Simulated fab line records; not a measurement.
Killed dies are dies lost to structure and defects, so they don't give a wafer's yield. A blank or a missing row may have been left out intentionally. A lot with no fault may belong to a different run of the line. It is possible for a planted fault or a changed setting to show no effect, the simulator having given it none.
fab line records + flow berkeleyCmos170 + part 2 of 2: steps 33 to 43 of 43
[record]
- lots = 5
- wafers = 15
- lastDay = 11
route steps=331 shown GATE@128 PLDD@145 NLDD@158
lots that met no fault: from a run of the same line without faults
startH: hours from the record's first day to the start of the lot's first wafer shown + waitH: hours elapsed since this lot's preceding step + " unchanged from the row above + L1.1+2: a row that stands for several wafers + - no value, or no start was given + * or withheld: withheld + < > ~ a bound
route shown NAME@n: names a module that has steps shown in the file, with the first one's number in the route + usual: average and standard deviation across the fault-free wafers + same: alike in all rows + chamber/n: place in a boat + sites: each site's reading + _std_site: their standard deviation + _edge_site: mean of outer sites minus mean of inner sites + radiusMm: for every site, how far away it sits from the centre of the wafer + mask NAME#n: copy n + behind: the most recent tool/chamber to have shaped the wafer + hold: reason for holding the lot/hours on hold/outcome of the hold + device: the transistor (n, p or np) that didn't switch + end of line: tests run on the same wafers once the route is complete + a step without rows: its recipe alone + killed: at the first sort, the dies lost to defects and structure; wafer yield is something else + map: a wafer's dies, marking killed ones x, the rest . and places with no die _
set.NAME: setting as actually run; set.NAME@STEP: the setting as run at that earlier step + model.NAME: the simulator's own value behind a step, which no gauge read
certain route steps with their lots: each step a table, each wafer a row
services: a tool's chamber out of use, with start hour (startH, from the record's first day; less than 0 if before it), hours out, and reason
[[steps]]
[step UCB170_NLDD_SOFTBAKE_02]
[recipe]
- resist = KrF
- tempC = 130
- timeS = 60
| lot.wafer  | tool          | chamber | startH | waitH |
|------------|---------------|---------|--------|-------|
| L075.4+5+6 | lithoTrack-01 | 0       | 134.36 | 0.1   |
| L081.1+2+6 | lithoTrack-01 | 0       | 158.36 | 0.1   |
| L082.2+5+6 | lithoTrack-02 | 0       | 160.88 | 0.1   |
| L088.2+4+5 | lithoTrack-01 | 0       | 194.98 | 0.1   |
| L096.1+3+4 | lithoTrack-02 | 0       | 226.02 | 0.1   |
[step UCB170_NLDD_EXPOSE_03]
[recipe]
- maskId = NSELECT
- na = 0.5
- sigmaOuter = 0.6
- sourceShape = conventional
- targetCdNm = 1200
- doseMj = 30
| lot.wafer  | tool          | chamber | startH | waitH | mask      |
|------------|---------------|---------|--------|-------|-----------|
| L075.4+5+6 | krfScanner-02 | 0       | 134.73 | 0.3   | NSELECT#0 |
| L081.1+2+6 | krfScanner-01 | 0       | 158.63 | 0.2   | NSELECT#0 |
| L082.2+5+6 | krfScanner-02 | 0       | 161.15 | 0.2   | NSELECT#0 |
| L088.2+4+5 | krfScanner-01 | 0       | 195.25 | 0.2   | NSELECT#0 |
| L096.1+3+4 | krfScanner-02 | 0       | 226.52 | 0.5   | NSELECT#0 |
[step UCB170_NLDD_PEB_04]
[recipe]
- pebTempC = 130
- pebTimeS = withheld
- resist = KrF
| lot.wafer  | tool          | chamber | startH | waitH |
|------------|---------------|---------|--------|-------|
| L075.4+5+6 | lithoTrack-03 | 0       | 134.86 | 0.1   |
| L081.1+2+6 | lithoTrack-03 | 0       | 158.75 | 0.1   |
| L082.2+5+6 | lithoTrack-03 | 0       | 161.31 | 0.1   |
| L088.2+4+5 | lithoTrack-01 | 0       | 195.58 | 0.3   |
| L096.1+3+4 | lithoTrack-03 | 0       | 226.64 | 0.1   |
[step UCB170_NLDD_DEVELOP_05]
[recipe]
- developer = TMAH
- developTimeS = 45
- resist = KrF
- devTempC = 21
[usual]
- developerTempC = 20.99/0.1
| lot.wafer | tool          | chamber | startH | waitH | developerTempC |
|-----------|---------------|---------|--------|-------|----------------|
| L075.4    | lithoTrack-03 | 0       | -      | -     | 20.87          |
| L075.5    | "             | 0       | "      | "     | 20.95          |
| L075.6    | "             | 0       | "      | "     | 21.03          |
| L081.1    | lithoTrack-03 | 0       | -      | -     | 21.17          |
| L081.2    | "             | 0       | "      | "     | 21.18          |
| L081.6    | "             | 0       | "      | "     | 21.06          |
| L082.2    | lithoTrack-03 | 0       | -      | -     | 20.96          |
| L082.5    | "             | 0       | "      | "     | 21.15          |
| L082.6    | "             | 0       | "      | "     | 20.84          |
| L088.2    | lithoTrack-01 | 0       | -      | -     | 20.76          |
| L088.4    | "             | 0       | "      | "     | 20.91          |
| L088.5    | "             | 0       | "      | "     | 20.85          |
| L096.1    | lithoTrack-03 | 0       | -      | -     | 20.89          |
| L096.3    | "             | 0       | "      | "     | 21.09          |
| L096.4    | "             | 0       | "      | "     | 20.99          |
[step UCB170_NLDD_CD_MEAS_06]
[recipe]
- targetCdNm = 1200
[usual]
- cdNm = 1200.1/1.4
| lot.wafer | tool     | chamber | startH | waitH | cdNm   |
|-----------|----------|---------|--------|-------|--------|
| L075.4    | cdSem-01 | -       | 135.12 | -     | 1198.2 |
| L075.5    | "        | -       | "      | "     | 1198.4 |
| L075.6    | "        | -       | "      | "     | 1200.5 |
| L081.1    | cdSem-01 | -       | 159.02 | -     | 1201.2 |
| L081.2    | "        | -       | "      | "     | 1201.6 |
| L081.6    | "        | -       | "      | "     | 1201.6 |
| L082.2    | cdSem-01 | -       | 161.58 | -     | 1200.0 |
| L082.5    | "        | -       | "      | "     | 1200.8 |
| L082.6    | "        | -       | "      | "     | 1199.8 |
| L088.2    | cdSem-01 | -       | 195.85 | -     | 1199.5 |
| L088.4    | "        | -       | "      | "     | 1199.0 |
| L088.5    | "        | -       | "      | "     | 1198.7 |
| L096.1    | cdSem-01 | -       | 226.91 | -     | 1202.1 |
| L096.3    | "        | -       | "      | "     | 1201.0 |
| L096.4    | "        | -       | "      | "     | 1202.2 |
[step UCB170_NLDD_OVL_MEAS_07]
[usual]
- NLDD_OVL = 1/5.1
| lot.wafer | tool       | chamber | startH | waitH | NLDD_OVL[nm] |
|-----------|------------|---------|--------|-------|--------------|
| L075.4    | overlay-02 | -       | 135.20 | 0.1   | 10           |
| L075.5    | "          | -       | "      | "     | 6            |
| L075.6    | "          | -       | "      | "     | 5            |
| L081.1    | overlay-01 | -       | 159.14 | 0.1   | -6           |
| L081.2    | "          | -       | "      | "     | 1            |
| L081.6    | "          | -       | "      | "     | -3           |
| L082.2    | overlay-02 | -       | 161.69 | 0.1   | 5            |
| L082.5    | "          | -       | "      | "     | 0            |
| L082.6    | "          | -       | "      | "     | 5            |
| L088.2    | overlay-01 | -       | 195.96 | 0.1   | -5           |
| L088.4    | "          | -       | "      | "     | -4           |
| L088.5    | "          | -       | "      | "     | -4           |
| L096.1    | overlay-02 | -       | 227.03 | 0.1   | 5            |
| L096.3    | "          | -       | "      | "     | 3            |
| L096.4    | "          | -       | "      | "     | 7            |
[step UCB170_NLDD_IMPLANT_08]
[recipe]
- species = As
- doseCm2 = 5e+13
- energyKev = 30
- tiltDeg = 7
- rotationDeg = 0
[usual]
- beamEnergyKeV = 30.000/0.0096
| lot.wafer | tool         | chamber | startH | waitH | beamEnergyKeV |
|-----------|--------------|---------|--------|-------|---------------|
| L075.4    | implanter-02 | 0       | 135.30 | 0.1   | 29.999        |
| L075.5    | "            | 0       | "      | "     | 30.001        |
| L075.6    | "            | 0       | "      | "     | 29.994        |
| L081.1    | implanter-02 | 0       | 159.18 | 0.0   | 29.982        |
| L081.2    | "            | 0       | "      | "     | 29.995        |
| L081.6    | "            | 0       | "      | "     | 29.996        |
| L082.2    | implanter-03 | 0       | 161.74 | 0.0   | 30.005        |
| L082.5    | "            | 0       | "      | "     | 30.003        |
| L082.6    | "            | 0       | "      | "     | 29.998        |
| L088.2    | implanter-03 | 0       | 196.01 | 0.0   | 30.011        |
| L088.4    | "            | 0       | "      | "     | 30.013        |
| L088.5    | "            | 0       | "      | "     | 30.014        |
| L096.1    | implanter-01 | 0       | 227.07 | 0.0   | 30.002        |
| L096.3    | "            | 0       | "      | "     | 30.000        |
| L096.4    | "            | 0       | "      | "     | 29.995        |
[step UCB170_NLDD_IMPLANT_09]
[recipe]
- species = As
- doseCm2 = 5e+13
- energyKev = 30
- tiltDeg = 7.21
- rotationDeg = 180
[usual]
- beamEnergyKeV = 30.001/0.0091
| lot.wafer | tool         | chamber | startH | waitH | beamEnergyKeV |
|-----------|--------------|---------|--------|-------|---------------|
| L075.4    | implanter-02 | 0       | 135.45 | 0.1   | 29.993        |
| L075.5    | "            | 0       | "      | "     | 29.998        |
| L075.6    | "            | 0       | "      | "     | 30.014        |
| L081.1    | implanter-02 | 0       | 159.33 | 0.1   | 29.996        |
| L081.2    | "            | 0       | "      | "     | 30.002        |
| L081.6    | "            | 0       | "      | "     | 30.001        |
| L082.2    | implanter-03 | 0       | 161.89 | 0.1   | 30.005        |
| L082.5    | "            | 0       | "      | "     | 30.007        |
| L082.6    | "            | 0       | "      | "     | 29.996        |
| L088.2    | implanter-03 | 0       | 196.16 | 0.1   | 29.990        |
| L088.4    | "            | 0       | "      | "     | 30.011        |
| L088.5    | "            | 0       | "      | "     | 29.996        |
| L096.1    | implanter-01 | 0       | 227.22 | 0.1   | 29.997        |
| L096.3    | "            | 0       | "      | "     | 30.001        |
| L096.4    | "            | 0       | "      | "     | 30.000        |
[step UCB170_NLDD_STRIP_10]
[recipe]
- chemistry = O2
- powerW = 400
- pressureMtorr = 3500
- platenTempC = withheld
- o2FlowSccm = 400
- overashFraction = 0.5
[usual]
- drypumpMotorCurrentA = 5.7/0.39
- oesProductAu = 0.734/0.0044
- stripTimeToEndpointS = 21.65/0.071
| lot.wafer | tool           | chamber | startH | waitH | drypumpMotorCurrentA | oesProductAu | rfHoursCounterH | stripTimeToEndpointS |
|-----------|----------------|---------|--------|-------|----------------------|--------------|-----------------|----------------------|
| L075.4    | plasmaAsher-02 | 1       | 135.55 | 0.1   | 5.4                  | 0.734        | -               | 21.62                |
| L075.5    | "              | 0       | "      | "     | 5.7                  | 0.744        | -               | 21.68                |
| L075.6    | "              | 1       | "      | "     | 5.4                  | 0.733        | -               | 21.59                |
| L081.1    | plasmaAsher-02 | 0       | 159.48 | 0.1   | 5.8                  | 0.737        | 46              | 21.67                |
| L081.2    | "              | 1       | "      | "     | 5.4                  | 0.728        | 46              | 21.72                |
| L081.6    | "              | 1       | "      | "     | 5.4                  | 0.729        | -               | 21.70                |
| L082.2    | plasmaAsher-02 | 1       | 162.02 | 0.1   | 5.4                  | 0.735        | 46              | 21.68                |
| L082.5    | "              | 1       | "      | "     | 5.4                  | 0.734        | -               | 21.60                |
| L082.6    | "              | 0       | "      | "     | 5.7                  | 0.735        | -               | 21.69                |
| L088.2    | plasmaAsher-04 | 0       | 196.29 | 0.1   | 5.8                  | 0.733        | 51              | 21.65                |
| L088.4    | "              | 0       | "      | "     | 5.8                  | 0.735        | -               | 21.65                |
| L088.5    | "              | 1       | "      | "     | 6.1                  | 0.718        | -               | 21.69                |
| L096.1    | plasmaAsher-02 | 1       | 227.37 | 0.1   | 5.4                  | 0.736        | 53              | 21.59                |
| L096.3    | "              | 0       | "      | "     | 5.8                  | 0.731        | -               | 21.57                |
| L096.4    | "              | 1       | "      | "     | 5.4                  | 0.734        | -               | 21.68                |
[step UCB170_NLDD_TW_MEAS_11]
[usual]
- NLDD_TW = 2213/19
| lot.wafer | tool         | chamber | startH | waitH | NLDD_TW |
|-----------|--------------|---------|--------|-------|---------|
| L075.4    | filmMetro-01 | -       | 135.65 | 0.1   | 2201    |
| L075.5    | "            | -       | "      | "     | 2217    |
| L075.6    | "            | -       | "      | "     | 2197    |
| L081.1    | filmMetro-02 | -       | 159.58 | 0.1   | 2193    |
| L081.2    | "            | -       | "      | "     | 2189    |
| L081.6    | "            | -       | "      | "     | 2186    |
| L082.2    | filmMetro-03 | -       | 162.13 | 0.1   | 2218    |
| L082.5    | "            | -       | "      | "     | 2241    |
| L082.6    | "            | -       | "      | "     | 2226    |
| L088.2    | filmMetro-03 | -       | 196.40 | 0.1   | 2228    |
| L088.4    | "            | -       | "      | "     | 2223    |
| L088.5    | "            | -       | "      | "     | 2231    |
| L096.1    | filmMetro-01 | -       | 227.47 | 0.1   | 2215    |
| L096.3    | "            | -       | "      | "     | 2207    |
| L096.4    | "            | -       | "      | "     | 2223    |
[step UCB170_NLDD_CLEAN_12]
[recipe]
- chemistry = SPM
- tempC = 120
- timeS = 600
| lot.wafer  | tool        | chamber | startH | waitH |
|------------|-------------|---------|--------|-------|
| L075.4+5+6 | wetBench-04 | 2       | 135.68 | 0.0   |
| L081.1+2+6 | wetBench-04 | 1       | 159.82 | 0.2   |
| L082.2+5+6 | wetBench-04 | 0       | 162.18 | 0.0   |
| L088.2+4+5 | wetBench-04 | 3       | 196.45 | 0.0   |
| L096.1+3+4 | wetBench-04 | 2       | 227.62 | 0.1   |
[[services]]
| tool           | chamber | startH | hours | kind   |
|----------------|---------|--------|-------|--------|
| krfScanner-02  | -       | 106.79 | 0.2   | repair |
| plasmaAsher-01 | -       | 108.78 | 9.0   | pm     |
| rieDiel-02     | 1       | 115.61 | 8.8   | repair |
| krfScanner-02  | -       | 119.21 | 1.3   | pm     |
| lpcvd-02       | -       | 123.05 | 14.6  | pm     |
| implanter-03   | -       | 128.76 | 1.9   | repair |
| rieSi-01       | -       | 131.86 | 3.2   | repair |
| wetBench-04    | -       | 136.41 | 1.5   | repair |
| rieSi-01       | -       | 137.06 | 0.3   | repair |
| krfScanner-01  | -       | 144.90 | 0.8   | pm     |
| krfScanner-01  | -       | 146.62 | 1.3   | pm     |
| rieSi-01       | 1       | 147.92 | 4.2   | repair |
| furnace-01     | -       | 157.32 | 2.9   | pm     |
| plasmaAsher-01 | -       | 165.91 | 4.3   | pm     |
| krfScanner-02  | -       | 171.65 | 1.0   | pm     |
| implanter-03   | -       | 172.30 | 3.2   | pm     |
| implanter-03   | -       | 178.53 | 5.3   | repair |
| rieDiel-02     | -       | 186.69 | 0.1   | repair |
| implanter-01   | -       | 189.49 | 1.6   | repair |
| implanter-02   | -       | 200.93 | 4.8   | pm     |
| implanter-03   | -       | 208.26 | 1.6   | repair |
| krfScanner-02  | -       | 210.50 | 4.0   | pm     |
| krfScanner-01  | -       | 214.52 | 4.0   | pm     |
| implanter-03   | -       | 226.13 | 3.3   | repair |
